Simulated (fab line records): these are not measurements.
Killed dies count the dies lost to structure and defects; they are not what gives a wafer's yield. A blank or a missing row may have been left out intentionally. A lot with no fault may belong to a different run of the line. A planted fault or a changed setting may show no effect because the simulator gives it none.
fab line records ; flow rit_cmos
record: lots: 14; wafers: 42; last_day: 7
route steps=202 shown M1@188
lots that met no fault: from a run of the same line without faults
start_h: hours from the record's first day to the start of the lot's first wafer shown ; wait_h: hours from the lot's prior step to this one ; " identical to the entry in the row above ; L1.1+2: a row that stands for several wafers ; - no value present, or no start provided ; * or withheld: withheld ; < > ~ a bound
route shown NAME@n: names a module that has steps shown in the file, with the first one's number in the route ; usual: average and standard deviation across the fault-free wafers ; same: alike in all rows ; chamber/n: place in a boat ; sites: readings site by site ; _std_site: how widely they spread, as a standard deviation ; _edge_site: outer sites' mean less inner sites' ; radius_mm: for every site, how far away it sits from the centre of the wafer ; mask NAME#n: copy n ; behind: the most recent tool/chamber to have shaped the wafer ; hold: the reason the lot was held/the length of the hold in hours/how it ended ; device: the n, p or np transistor that did not switch ; end of line: at the end of the route, the tests of the same wafers ; a step without rows: its recipe alone ; killed: dies lost to structure and defects at the first sort, not the wafer's yield ; map: dies across one wafer; x = killed, . = not, _ = none there
set.NAME: the setting that was run; set.NAME@STEP: the one run at that earlier step ; model.NAME: the simulator's own value behind a step, which no gauge read
route steps across a sampled set of lots; one table per step, one row per wafer
== steps ==
step: RIT_M1_COAT_04
recipe: resist: NOVOLAK; spin_rpm: 2000; resist_thk_nm: 1325
usual: spin_speed_rpm: 2000.0/1.6
lot.wafer;tool;chamber;start_h;wait_h;spin_speed_rpm
L145.1;litho_track-04;0;55.87;0.1;2001.3
L145.3;litho_track-04;0;55.87;0.1;2002.1
L145.4;litho_track-04;0;55.87;0.1;2001.4
L146.2;litho_track-04;0;61.44;0.1;1998.8
L146.4;litho_track-04;0;61.44;0.1;2000.0
L146.5;litho_track-04;0;61.44;0.1;2000.5
L147.1;litho_track-04;0;65.91;0.1;1998.5
L147.3;litho_track-04;0;65.91;0.1;2000.9
L147.6;litho_track-04;0;65.91;0.1;2000.2
L148.3;litho_track-01;0;73.62;0.1;1997.7
L148.4;litho_track-01;0;73.62;0.1;2000.1
L148.6;litho_track-01;0;73.62;0.1;1998.2
L149.1;litho_track-01;0;76.44;0.1;2000.9
L149.4;litho_track-01;0;76.44;0.1;2001.1
L149.5;litho_track-01;0;76.44;0.1;2000.8
L150.2;litho_track-03;0;79.96;0.1;1996.9
L150.3;litho_track-03;0;79.96;0.1;2000.4
L150.5;litho_track-03;0;79.96;0.1;2001.0
L152.2;litho_track-04;0;94.66;0.1;1997.2
L152.5;litho_track-04;0;94.66;0.1;2000.0
L152.6;litho_track-04;0;94.66;0.1;1999.9
L153.4;litho_track-03;0;98.21;0.1;1998.7
L153.5;litho_track-03;0;98.21;0.1;1998.9
L153.6;litho_track-03;0;98.21;0.1;1998.3
L159.1;litho_track-03;0;129.24;0.1;2050.7
L159.4;litho_track-03;0;129.24;0.1;2053.8
L159.6;litho_track-03;0;129.24;0.1;2052.7
L161.1;litho_track-03;0;139.46;0.1;2052.8
L161.4;litho_track-03;0;139.46;0.1;2051.9
L161.5;litho_track-03;0;139.46;0.1;2052.4
L163.3;litho_track-01;0;146.99;0.1;1999.7
L163.4;litho_track-01;0;146.99;0.1;1997.8
L163.5;litho_track-01;0;146.99;0.1;1996.2
L164.1;litho_track-04;0;149.72;0.1;1999.5
L164.2;litho_track-04;0;149.72;0.1;1998.1
L164.4;litho_track-04;0;149.72;0.1;1998.7
L165.1;litho_track-04;0;159.41;0.1;1999.7
L165.2;litho_track-04;0;159.41;0.1;1999.3
L165.5;litho_track-04;0;159.41;0.1;2001.8
L167.2;litho_track-04;0;166.76;0.1;2004.1
L167.3;litho_track-04;0;166.76;0.1;2000.9
L167.5;litho_track-04;0;166.76;0.1;2001.9
step: RIT_M1_PROBE_99
usual: defect_limited_yield: 97.6/1.1; killed_at_contacts: 0.1/0.25; killed_at_front_end: 6.3/2.9; killed_dies: 6.4/2.8; killed_open: 3.3/2; killed_short: 3.1/2; sort_bin_3_pad_short: 0.1/0.2; sort_bin_5_function: 1.4/0.75; sort_bin_6_memory: 0.9/0.59; sort_n_pass: 257.6/2.8; sort_yield_pct: 97.6/1.1
same: gross_dies: 264; killed_at_M0_to_M3: 0; killed_at_M4_up: 0; killed_at_back_side: 0; killed_at_other: 0
lot.wafer;tool;chamber;start_h;wait_h;defect_limited_yield[%];killed_at_contacts;killed_at_front_end;killed_dies;killed_open;killed_short;sort_bin_3_pad_short[%];sort_bin_5_function[%];sort_bin_6_memory[%];sort_n_pass;sort_yield_pct[%]
L145.1;prober-01;-;59.26;0.1;97.0;0;8;8;5;3;0;1.5;1.5;256.0;97.0
L145.3;prober-01;-;59.36;0.2;95.5;0;12;12;11;1;0;2.3;2.3;252.0;95.5
L145.4;prober-01;-;59.41;0.2;96.2;0;10;10;3;7;0;3.0;0.8;254.0;96.2
L146.2;prober-01;-;65.21;0.1;98.9;0;3;3;1;2;0;0;1.1;261.0;98.9
L146.4;prober-01;-;65.31;0.2;97.7;0;6;6;4;2;0;1.1;1.1;258.0;97.7
L146.5;prober-01;-;65.36;0.2;97.3;0;7;7;5;2;0;1.1;1.5;257.0;97.3
L147.1;prober-01;-;69.29;0.1;98.5;1;3;4;3;1;0;1.1;0.4;260.0;98.5
L147.3;prober-01;-;69.39;0.2;96.6;0;9;9;5;4;0;1.9;1.5;255.0;96.6
L147.6;prober-01;-;69.54;0.2;97.7;0;6;6;3;3;0.4;1.5;0.4;258.0;97.7
L148.3;prober-02;-;77.18;0.2;97.3;0;7;7;3;4;0.4;1.1;1.1;257.0;97.3
L148.4;prober-02;-;77.23;0.2;98.5;0;4;4;2;2;0;1.1;0.4;260.0;98.5
L148.6;prober-02;-;77.33;0.2;97.3;0;7;7;4;3;0;1.5;1.1;257.0;97.3
L149.1;prober-01;-;79.96;0.1;98.5;0;4;4;2;2;0;0.4;1.1;260.0;98.5
L149.4;prober-01;-;80.11;0.2;98.9;0;3;3;2;1;0;0.4;0.8;261.0;98.9
L149.5;prober-01;-;80.16;0.2;98.9;0;3;3;1;2;0;1.1;0;261.0;98.9
L150.2;prober-02;-;83.61;0.1;96.6;0;9;9;2;7;0.8;1.9;0.8;255.0;96.6
L150.3;prober-02;-;83.66;0.2;97.7;0;6;6;1;5;0;0;2.3;258.0;97.7
L150.5;prober-02;-;83.76;0.2;98.5;0;4;4;1;3;0;0.8;0.8;260.0;98.5
L152.2;prober-02;-;98.07;0.1;98.1;0;5;5;3;2;0.4;0.8;0.8;259.0;98.1
L152.5;prober-02;-;98.22;0.2;96.6;0;9;9;4;5;0.4;1.1;1.9;255.0;96.6
L152.6;prober-02;-;98.27;0.2;98.1;0;5;5;2;3;0;0.8;1.1;259.0;98.1
L153.4;prober-01;-;101.80;0.2;97.7;0;6;6;4;2;0;1.5;0.8;258.0;97.7
L153.5;prober-01;-;101.85;0.2;95.1;1;12;13;8;5;0;2.7;2.3;251.0;95.1
L153.6;prober-01;-;101.90;0.2;95.8;0;11;11;4;7;0;2.7;1.5;253.0;95.8
L159.1;prober-02;-;132.76;0.1;96.2;0;10;10;6;4;0;2.7;1.1;254.0;96.2
L159.4;prober-02;-;132.91;0.2;96.2;0;10;10;3;7;0;2.7;1.1;254.0;96.2
L159.6;prober-02;-;133.01;0.2;98.5;0;4;4;2;2;0;1.1;0.4;260.0;98.5
L161.1;prober-02;-;142.90;0.1;98.9;0;3;3;3;0;0;0.8;0.4;261.0;98.9
L161.4;prober-02;-;143.05;0.2;97.3;0;7;7;5;2;0.4;1.1;1.1;257.0;97.3
L161.5;prober-02;-;143.10;0.2;98.5;1;3;4;3;1;0;0.8;0.8;260.0;98.5
L163.3;prober-02;-;150.57;0.2;97.0;0;8;8;4;4;0;2.7;0.4;256.0;97.0
L163.4;prober-02;-;150.62;0.2;98.1;0;5;5;3;2;0.4;0.4;1.1;259.0;98.1
L163.5;prober-02;-;150.67;0.2;97.7;0;6;6;5;1;0;1.5;0.8;258.0;97.7
L164.1;prober-01;-;153.11;0.1;98.5;0;4;4;3;1;0;0.8;0.8;260.0;98.5
L164.2;prober-01;-;153.16;0.1;96.2;0;10;10;3;7;0;2.3;1.5;254.0;96.2
L164.4;prober-01;-;153.26;0.2;98.1;0;5;5;4;1;0;1.1;0.8;259.0;98.1
L165.1;prober-02;-;163.05;0.1;98.1;0;5;5;2;3;0;1.5;0.4;259.0;98.1
L165.2;prober-02;-;163.10;0.1;97.7;0;6;6;6;0;0;1.9;0.4;258.0;97.7
L165.5;prober-02;-;163.25;0.2;98.9;0;3;3;1;2;0;0.4;0.8;261.0;98.9
L167.2;prober-02;-;170.30;0.1;98.1;0;5;5;2;3;0;1.1;0.8;259.0;98.1
L167.3;prober-02;-;170.35;0.2;96.6;0;9;9;7;2;0;1.9;1.5;255.0;96.6
L167.5;prober-02;-;170.45;0.2;98.5;0;4;4;2;2;0;1.1;0.4;260.0;98.5
killed by level:class
L145.1 REOX:geometric_particle:open=3 GATE:geometric_particle:open=2 REOX:geometric_particle:short=2 GATE:geometric_particle:short=1
L145.3 GATE:geometric_particle:open=7 SPACER:geometric_particle:open=2 FOX1:geometric_particle:open=1 FOX2:geometric_particle:open=1 REOX:geometric_particle:short=1
L145.4 REOX:geometric_particle:short=3 SPACER:geometric_particle:short=3 FOX1:geometric_particle:open=1 GATE:geometric_particle:open=1 SILICIDE:geometric_particle:short=1 SILICIDE:geometric_particle:open=1
L146.2 REOX:geometric_particle:open=1 REOX:geometric_particle:short=1 SPACER:geometric_particle:short=1
L146.4 GATE:geometric_particle:open=2 GATE:geometric_particle:short=1 REOX:geometric_particle:open=1 REOX:geometric_particle:short=1 SPACER:geometric_particle:open=1
L146.5 FOX2:geometric_particle:open=3 REOX:geometric_particle:open=2 FOX1:geometric_particle:short=1 GATE:geometric_particle:short=1
L147.1 GATE:geometric_particle:open=1 GATE:geometric_particle:short=1 REOX:geometric_particle:open=1 CONTACT:geometric_particle:open=1
L147.3 REOX:geometric_particle:open=4 FOX1:geometric_particle:short=2 REOX:geometric_particle:short=2 GATE:geometric_particle:open=1
L147.6 SILICIDE:geometric_particle:open=2 FOX1:geometric_particle:short=1 GATE:geometric_particle:open=1 REOX:geometric_particle:short=1 SPACER:geometric_particle:short=1
L148.3 SILICIDE:geometric_particle:short=2 FOX2:geometric_particle:open=1 GATE:geometric_particle:short=1 GATE:geometric_particle:open=1 REOX:geometric_particle:short=1 REOX:geometric_particle:open=1
L148.4 GATE:geometric_particle:open=2 GATE:geometric_particle:short=1 REOX:geometric_particle:short=1
L148.6 REOX:geometric_particle:open=3 REOX:geometric_particle:short=2 GATE:geometric_particle:open=1 GATE:geometric_particle:short=1
L149.1 GATE:geometric_particle:short=2 REOX:geometric_particle:open=2
L149.4 GATE:geometric_particle:open=2 GATE:geometric_particle:short=1
L149.5 FOX1:geometric_particle:short=1 FOX1:geometric_particle:open=1 SPACER:geometric_particle:short=1
L150.2 SPACER:geometric_particle:short=3 REOX:geometric_particle:short=2 FOX1:geometric_particle:short=1 GATE:geometric_particle:open=1 GATE:geometric_particle:short=1 SPACER:geometric_particle:open=1
L150.3 FOX1:geometric_particle:short=2 SILICIDE:geometric_particle:short=2 FOX1:geometric_particle:open=1 REOX:geometric_particle:short=1
L150.5 SPACER:geometric_particle:short=2 GATE:geometric_particle:short=1 SILICIDE:geometric_particle:open=1
L152.2 FOX1:geometric_particle:open=1 FOX1:geometric_particle:short=1 FOX2:geometric_particle:short=1 SPACER:geometric_particle:open=1 SILICIDE:geometric_particle:open=1
L152.5 FOX2:geometric_particle:short=2 FOX2:geometric_particle:open=2 FOX1:geometric_particle:short=1 GATE:geometric_particle:open=1 GATE:geometric_particle:short=1 REOX:geometric_particle:open=1 SILICIDE:geometric_particle:short=1
L152.6 FOX1:geometric_particle:short=2 SPACER:geometric_particle:open=1 SILICIDE:geometric_particle:short=1 SILICIDE:geometric_particle:open=1
L153.4 GATE:geometric_particle:short=2 GATE:geometric_particle:open=2 FOX1:geometric_particle:open=1 SPACER:geometric_particle:open=1
L153.5 GATE:geometric_particle:open=2 REOX:geometric_particle:open=2 FOX1:geometric_particle:short=1 FOX2:geometric_particle:open=1 FOX2:geometric_particle:short=1 GATE:geometric_particle:short=1 SPACER:geometric_particle:open=1 SPACER:geometric_particle:short=1
L153.6 FOX1:geometric_particle:short=3 FOX2:geometric_particle:short=3 GATE:geometric_particle:open=2 SPACER:geometric_particle:open=2 GATE:geometric_particle:short=1
L159.1 FOX1:geometric_particle:short=2 SPACER:geometric_particle:open=2 ACTIVE:geometric_particle:short=1 FOX1:geometric_particle:open=1 FOX2:geometric_particle:open=1 GATE:geometric_particle:open=1 GATE:geometric_particle:short=1 REOX:geometric_particle:open=1
L159.4 GATE:geometric_particle:short=3 SPACER:geometric_particle:short=2 FOX1:geometric_particle:open=1 FOX2:geometric_particle:short=1 FOX2:geometric_particle:open=1 SPACER:geometric_particle:open=1 SILICIDE:geometric_particle:short=1
L159.6 GATE:geometric_particle:open=2 FOX1:geometric_particle:short=1 FOX2:geometric_particle:short=1
L161.1 GATE:geometric_particle:open=2 REOX:geometric_particle:open=1
L161.4 GATE:geometric_particle:open=2 FOX1:geometric_particle:open=1 FOX2:geometric_particle:open=1 GATE:geometric_particle:short=1 REOX:geometric_particle:short=1 SPACER:geometric_particle:open=1
L161.5 GATE:geometric_particle:open=2 GATE:geometric_particle:short=1 CONTACT:geometric_particle:open=1
L163.3 SPACER:geometric_particle:open=2 FOX1:geometric_particle:short=1 FOX2:geometric_particle:open=1 GATE:geometric_particle:open=1 GATE:geometric_particle:short=1 SPACER:geometric_particle:short=1 SILICIDE:geometric_particle:short=1
L163.4 GATE:geometric_particle:short=2 FOX1:geometric_particle:open=1 GATE:geometric_particle:open=1 SPACER:geometric_particle:open=1
L163.5 GATE:geometric_particle:open=4 GATE:geometric_particle:short=1 REOX:geometric_particle:open=1
L164.1 GATE:geometric_particle:open=2 SILICIDE:geometric_particle:open=1 SILICIDE:geometric_particle:short=1
L164.2 GATE:geometric_particle:short=3 FOX2:geometric_particle:short=2 FOX1:geometric_particle:short=1 FOX2:geometric_particle:open=1 GATE:geometric_particle:open=1 REOX:geometric_particle:short=1 SILICIDE:geometric_particle:open=1
L164.4 SILICIDE:geometric_particle:open=2 FOX2:geometric_particle:open=1 REOX:geometric_particle:short=1 SPACER:geometric_particle:open=1
L165.1 REOX:geometric_particle:short=3 GATE:geometric_particle:open=1 SPACER:geometric_particle:open=1
L165.2 REOX:geometric_particle:open=4 FOX1:geometric_particle:open=1 GATE:geometric_particle:open=1
L165.5 GATE:geometric_particle:open=1 GATE:geometric_particle:short=1 REOX:geometric_particle:short=1
L167.2 FOX1:geometric_particle:open=1 GATE:geometric_particle:short=1 REOX:geometric_particle:short=1 REOX:geometric_particle:open=1 SILICIDE:geometric_particle:short=1
L167.3 FOX1:geometric_particle:open=3 GATE:geometric_particle:open=2 FOX1:geometric_particle:short=1 REOX:geometric_particle:open=1 SPACER:geometric_particle:short=1 SILICIDE:geometric_particle:open=1
L167.5 REOX:geometric_particle:open=1 REOX:geometric_particle:short=1 SILICIDE:geometric_particle:short=1 SILICIDE:geometric_particle:open=1
== key ==
first_sign: step: RIT_M1_COAT_04; reading: spin_speed_rpm; direction: up; sigmas: 32; usual: 2000.0; struck: 2052.4
effect none on later readings
met_at RIT_M1_COAT_04
struck_lots L159,L161
onset_between 98.21 129.24
fault: kind: process_parameter_drift; tool: litho_track-03; chamber: -; onset_h: 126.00; steps: RIT_M1_COAT_04; channel: spin_rpm; offset: 51.841; shape: step; end_h: 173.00; acts_in: these_recipes_only; stated: 2000
